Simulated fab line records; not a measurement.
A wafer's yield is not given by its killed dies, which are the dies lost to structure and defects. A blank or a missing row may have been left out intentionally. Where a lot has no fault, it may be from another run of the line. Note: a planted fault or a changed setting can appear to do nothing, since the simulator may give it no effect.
Chamber matching -- flow berkeley-cmos170 -- 4 sister chambers for UCB170_V2_CMP_02 on cmp-02
The step polishes SiO2. 4 wafers are shown with their chamber, then 8 later ones without.

== EACH WAFER AND ITS CHAMBER ==
wafer,chamber,motor-current-A (A)
L944.6,1,16.3
L946.2,0,12.0
L949.4,3,18.2
L953.4,2,15.2

== WAFERS WITHOUT THEIR CHAMBER ==
wafer,motor-current-A (A)
L953.5,12.3
L953.6,17.0
L954.3,12.7
L954.4,16.4
L954.6,12.3
L955.1,17.5
L955.3,12.4
L955.6,16.8

== WHICH CHAMBER EACH WENT THROUGH ==
wafer,from the rows above,in truth
L953.5,0,0
L953.6,can't be placed: 1 or 3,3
L954.3,0,0
L954.4,1,1
L954.6,0,0
L955.1,can't be placed: 3 or 1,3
L955.3,0,0
L955.6,can't be placed: 1 or 3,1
Correctly placed: 5 of 8. Cannot be placed on the basis of these rows: 3; the candidates contain the true chamber in 3. 0 placed wrongly.
How it was worked out, from the rows above alone: a wafer's distance from a chamber is the root of the sum, over the readings, of the square of ((its reading less the chamber's mean) divided by the reading's scatter). If the next closest chamber is less than 2 further off than the closest, the wafer can't be placed; otherwise it belongs to the closest. A chamber's mean is the mean of its shown wafers. The scatter: with one shown wafer a chamber, the root of the mean of the squares of how far each hidden wafer lies from its nearest shown one.
